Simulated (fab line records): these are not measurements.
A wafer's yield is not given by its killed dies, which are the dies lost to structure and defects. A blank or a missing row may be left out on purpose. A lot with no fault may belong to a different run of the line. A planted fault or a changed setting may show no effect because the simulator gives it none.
Split-lot experiment | flow berkeleyCmos170 | route with 331 steps; 5 lots, 23 wafers read

== THE SPLIT ==
At UCB170_START_OXIDATION_02 (target thk 20 nm, ox time 1800 s), the setting tempC was moved away from the recipe's 950 C on 10 of the 23 wafers read, by -2.0% to +1.1%. All remaining wafers had this setting at the recipe value.

There is no step in the file separating the split from the reading.

== THE READING ==
At UCB170_START_THK_MEAS_03: START_OXIDE_THK, given in nm. On this fab line, fault-free wafers typically give 20.1 nm with a standard deviation of 0.32 nm.

wafer  | tool, chamber at the split | tempC as run, C | against the recipe | START_OXIDE_THK, nm | against lot-mates on the recipe
L074.3 | furnace-03, 0              | 950             | recipe             | 19.9                | -
L074.4 | furnace-03, 0              | 950             | recipe             | 20.0                | -
L074.6 | furnace-03, 0              | 950             | recipe             | 19.9                | -
L076.1 | -, -                       | 960.9           | +1.1%              | 22.7                | no lot-mate on the recipe
L076.2 | -, -                       | 960.9           | +1.1%              | 22.7                | no lot-mate on the recipe
L076.4 | -, -                       | 960.9           | +1.1%              | 22.3                | no lot-mate on the recipe
L076.5 | -, -                       | 960.9           | +1.1%              | 22.6                | no lot-mate on the recipe
L076.6 | -, -                       | 960.9           | +1.1%              | 22.4                | no lot-mate on the recipe
L080.1 | -, -                       | 950             | recipe             | 20.3                | -
L080.2 | -, -                       | 950             | recipe             | 20.1                | -
L080.4 | -, -                       | 950             | recipe             | 20.5                | -
L080.5 | -, -                       | 950             | recipe             | 20.5                | -
L080.6 | -, -                       | 950             | recipe             | 20.4                | -
L081.2 | -, -                       | 930.6           | -2.0%              | 16.3                | no lot-mate on the recipe
L081.3 | -, -                       | 930.6           | -2.0%              | 16.5                | no lot-mate on the recipe
L081.4 | -, -                       | 930.6           | -2.0%              | 16.3                | no lot-mate on the recipe
L081.5 | -, -                       | 930.6           | -2.0%              | 16.7                | no lot-mate on the recipe
L081.6 | -, -                       | 930.6           | -2.0%              | 16.6                | no lot-mate on the recipe
L082.1 | -, -                       | 950             | recipe             | 19.7                | -
L082.3 | -, -                       | 950             | recipe             | 19.9                | -
L082.4 | -, -                       | 950             | recipe             | 20.0                | -
L082.5 | -, -                       | 950             | recipe             | 19.9                | -
L082.6 | -, -                       | 950             | recipe             | 20.0                | -

FIT RESULTS
A straight line over all 23 wafers: START_OXIDE_THK changes by +1.87 nm for each +1% of tempC; r = +0.99; the points scatter about the line by 0.26 nm.
Too few moved wafers have a lot-mate on the recipe to fit a line with each lot's own level taken away.

== THE WHOLE CHAIN: every reading that the file lists as answering this split, in the file's order ==
step                      | what it does                     | reading                                                                           | change (the file's fit)              | r (the file's)
UCB170_START_OXIDATION_02 | target thk 20 nm, ox time 1800 s | SiO2_of_START_OXIDATION_02.thkNm (the simulator's own value, which no gauge read) | +1.88 nm for each +1% of the setting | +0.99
UCB170_START_THK_MEAS_03  |                                  | START_OXIDE_THK                                                                   | +1.88 for each +1% of the setting    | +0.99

== FILE'S OWN FIT ==
START_OXIDE_THK changes by +1.88 nm for each +1% of tempC, r = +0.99.
